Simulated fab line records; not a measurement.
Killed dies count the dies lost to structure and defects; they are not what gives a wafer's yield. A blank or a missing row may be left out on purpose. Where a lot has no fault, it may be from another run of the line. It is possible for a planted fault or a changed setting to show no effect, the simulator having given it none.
2 desks looking at one fault || flow berkeley_cmos170 || each desk holds nothing but its own numbers, with what lay behind them at the end

## METROLOGY DESK
Means of the sampled wafers that have a number, per lot and without regard to the tool the lot ran on: this is what the gauges read. If a lot's mean is further than 4 standard deviations from the usual mean, the lot is out of limits and carries the mark OUT (the distance appears in the brackets).
Columns: A = PSD_RS at UCB170_SDANNEAL_RS_MEAS_02, usual 75.65 ohm/sq; B = NSD_RS at UCB170_SDANNEAL_RS_MEAS_03, usual 37.25 ohm/sq; C = PLDD_RS at UCB170_SDANNEAL_RS_MEAS_04, usual 1031.2 ohm/sq; D = NLDD_RS at UCB170_SDANNEAL_RS_MEAS_05, usual 616.2 ohm/sq; E = V2_BOW at UCB170_V2_BOW_MEAS_03, usual 37 um
{"lot": "L859", "first seen here": "day 8 08:07", "A": 75.94, "B": 37.30, "C": 1027.9, "D": 616.0, "E": 32}
{"lot": "L858", "first seen here": "day 8 09:42", "A": 75.29, "B": 37.25, "C": 1030.4, "D": 615.4, "E": 38}
{"lot": "L862", "first seen here": "day 8 18:19", "A": 75.52, "B": 37.19, "C": 1033.7, "D": 618.2, "E": 31}
{"lot": "L861", "first seen here": "day 8 18:29", "A": 75.75, "B": 37.34, "C": 1033.4, "D": 616.5, "E": 32}
{"lot": "L863", "first seen here": "day 8 18:59", "A": 75.81, "B": 37.23, "C": 1032.1, "D": 615.2, "E": 38}
{"lot": "L864", "first seen here": "day 8 21:23", "A": 75.82, "B": 37.40, "C": 1033.8, "D": 616.6, "E": 35}
{"lot": "L866", "first seen here": "day 9 17:19", "A": 75.70, "B": 37.14, "C": 1029.8, "D": 615.8, "E": 45}
{"lot": "L865", "first seen here": "day 9 17:31", "A": 75.72, "B": 37.14, "C": 1029.4, "D": 614.6, "E": 40}
{"lot": "L870", "first seen here": "day 10 07:34", "A": 75.51, "B": 37.16, "C": 1030.2, "D": 616.7, "E": 45}
{"lot": "L871", "first seen here": "day 10 07:50", "A": 75.56, "B": 37.24, "C": 1031.0, "D": 616.6, "E": 27}
{"lot": "L869", "first seen here": "day 10 08:11", "A": "56.69 (-76) OUT", "B": "31.30 (-73) OUT", "C": "969.3 (-24) OUT", "D": "608.0 (-5.5) OUT", "E": 39}
{"lot": "L873", "first seen here": "day 11 07:35", "A": "56.90 (-75) OUT", "B": "31.27 (-73) OUT", "C": "963.6 (-26) OUT", "D": 611.8, "E": 35}
{"lot": "L877", "first seen here": "day 12 00:26", "A": 75.76, "B": 37.31, "C": 1027.4, "D": 619.0, "E": 37}
{"lot": "L880", "first seen here": "day 12 12:31", "A": 75.30, "B": 37.33, "C": 1026.9, "D": 615.8, "E": 37}
Per this desk, out of limits: L869, L873; the first was L869, day 10 08:11 (PSD_RS at UCB170_SDANNEAL_RS_MEAS_02). L859, L858, L862, L861, L863, L864, L866, L865, L870, L871, L877, L880 stayed within limits.

## AT THE TOOL OWNER'S DESK: rtp_anneal-01
At UCB170_SDANNEAL_RTA_01 (time 5 s), the tool's own readings, given per lot that ran on this tool as the mean of the sampled wafers with a number. If a lot's mean is further than 4 standard deviations from the usual mean, the lot is out of limits and carries the mark OUT (the distance appears in the brackets).
Columns: A = anneal_temp_c_max at UCB170_SDANNEAL_RTA_01, usual 1056.8; B = chamber_o2_ppm at UCB170_SDANNEAL_RTA_01, usual 2.001; C = lamp_power_pct at UCB170_SDANNEAL_RTA_01, usual 37.4 %; D = wafer_temp_C_max at UCB170_SDANNEAL_RTA_01, usual 1055.2
{"lot": "L859", "first seen here": "day 8 08:03", "A": 1054.8, "B": 1.967, "C": 39.2, "D": 1056.8}
{"lot": "L858", "first seen here": "day 8 09:38", "A": 1056.2, "B": 2.004, "C": 39.2, "D": 1055.8}
{"lot": "L862", "first seen here": "day 8 18:15", "A": 1055.9, "B": 1.972, "C": 39.2, "D": 1055.7}
{"lot": "L863", "first seen here": "day 8 18:41", "A": 1054.9, "B": 1.971, "C": 39.1, "D": 1055.7}
{"lot": "L866", "first seen here": "day 9 17:15", "A": 1055.3, "B": 2.000, "C": 39.2, "D": 1055.7}
{"lot": "L870", "first seen here": "day 10 07:30", "A": 1055.6, "B": 2.004, "C": 39.2, "D": 1055.0}
{"lot": "L869", "first seen here": "day 10 08:07", "A": 1055.4, "B": 1.990, "C": 39.2, "D": 1056.7}
{"lot": "L873", "first seen here": "day 11 07:31", "A": 1056.3, "B": 1.997, "C": 39.2, "D": 1055.9}
This desk found nothing out of limits on any of the 8 lots.

## ALL TOGETHER
An alarm was possible from the metrology desk at day 10 08:11, on L869, L873.
The desk of the tool owner found nothing out of limits.
Tool owner's desk: L869, L873 on record, inside its limits.
On rtp_anneal-01, each named lot ran UCB170_SDANNEAL_RTA_01.

## WHAT THE SIMULATOR HAD INSERTED
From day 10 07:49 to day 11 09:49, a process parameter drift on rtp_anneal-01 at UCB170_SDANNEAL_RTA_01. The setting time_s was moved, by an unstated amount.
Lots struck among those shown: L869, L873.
Per desk, hours elapsed from the start of the fault to the first reading out of limits: for the metrology desk, 0.
